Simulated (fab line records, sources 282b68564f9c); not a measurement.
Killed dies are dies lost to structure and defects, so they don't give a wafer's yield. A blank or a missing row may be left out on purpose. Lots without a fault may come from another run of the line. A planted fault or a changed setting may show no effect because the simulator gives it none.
Which tool did it? | flow rit_cmos | 14 lots, 42 wafers sampled, at 2 steps of a route of 202

WHAT THE GAUGES READ, wafer by wafer
RIT_GATE_CD_MEAS_16: target cd 150 nm.
lot  | measured    | on        | cd_nm (nm)
L704 | day 2 17:35 | cd_sem-02 | 144.2 147.2 149.8
L705 | day 2 22:47 | cd_sem-01 | 151.7 149.1 152.1
L706 | day 2 23:10 | cd_sem-01 | 151.5 153.4 151.0
L707 | day 3 10:07 | cd_sem-02 | 148.0 147.4 145.5
L708 | day 3 12:00 | cd_sem-02 | 149.7 150.2 149.2
L711 | day 4 07:06 | cd_sem-02 | 148.5 146.5 149.6
L715 | day 5 06:47 | cd_sem-02 | 144.3 143.5 142.3
L717 | day 5 10:24 | cd_sem-02 | 151.3 152.0 151.1
L719 | day 5 18:38 | cd_sem-01 | 141.2 142.5 139.9
L722 | day 6 11:16 | cd_sem-01 | 153.5 150.5 153.1
L723 | day 6 14:15 | cd_sem-01 | 151.3 149.5 148.0
L724 | day 6 23:08 | cd_sem-02 | 150.1 148.1 147.2
L726 | day 7 08:59 | cd_sem-01 | 151.1 150.5 150.5
L727 | day 7 18:19 | cd_sem-01 | 148.8 151.6 152.1

WHICH TOOL RAN EACH LOT (tool, then ch and the chambers of the sampled wafers, then the start)
lot  | RIT_GATE_DEVELOP_15
L704 | litho_track-03 ch 0, day 2 17:00
L705 | litho_track-01 ch 0, day 2 21:00
L706 | litho_track-01 ch 0, day 2 22:00
L707 | litho_track-03 ch 0, day 3 09:00
L708 | litho_track-02 ch 0, day 3 11:00
L711 | litho_track-02 ch 0, day 4 06:00
L715 | litho_track-01 ch 0, day 5 06:00
L717 | litho_track-03 ch 0, day 5 10:00
L719 | litho_track-01 ch 0, day 5 18:00
L722 | litho_track-03 ch 0, day 6 11:00
L723 | litho_track-02 ch 0, day 6 14:00
L724 | litho_track-03 ch 0, day 6 23:00
L726 | litho_track-02 ch 0, day 7 08:00
L727 | litho_track-02 ch 0, day 7 18:00
- RIT_GATE_DEVELOP_15: develop time 50 s.

WHAT THE TOOLS THEMSELVES READ (means of the sampled wafers that have a number; where no wafer has one, the mark that the record gives instead)
RIT_GATE_DEVELOP_15.
lot  | tool           | chill_plate_temp_C (C)
L704 | litho_track-03 | 23.02
L705 | litho_track-01 | 22.89
L706 | litho_track-01 | 23.06
L707 | litho_track-03 | 22.91
L708 | litho_track-02 | 22.98
L711 | litho_track-02 | 23.01
L715 | litho_track-01 | 22.95
L717 | litho_track-03 | 23.02
L719 | litho_track-01 | 22.90
L722 | litho_track-03 | 22.98
L723 | litho_track-02 | 22.99
L724 | litho_track-03 | 22.97
L726 | litho_track-02 | 22.97
L727 | litho_track-02 | 23.00

THE ANSWER, worked out from the rows above alone
Rule: what is usual is taken from the lots themselves. Put in order of their means at a reading, lots are off if they are a third of the lots or fewer, leave a main group of 4 or more, and stand apart from it by a gap of 3 or more times the standard deviation of the main group's means; of several such gaps the widest counts. A main group whose means are all the same, to the digits that the tables above print for the reading, isn't used. A lot without any number at a reading at which 4 lots or more have one is off too. The other lots that the step has rows for count as sound. The gauges are gone through in route order, then the tools' own readings, and for those a lot's mean is taken as printed above. The first step at which some lot is off is used, and at that step the reading that is off furthest; a lot without a number counts as furthest.
No lot is off at any reading shown: from this, nothing can be told.

WHAT THE SIMULATOR HAD PUT IN
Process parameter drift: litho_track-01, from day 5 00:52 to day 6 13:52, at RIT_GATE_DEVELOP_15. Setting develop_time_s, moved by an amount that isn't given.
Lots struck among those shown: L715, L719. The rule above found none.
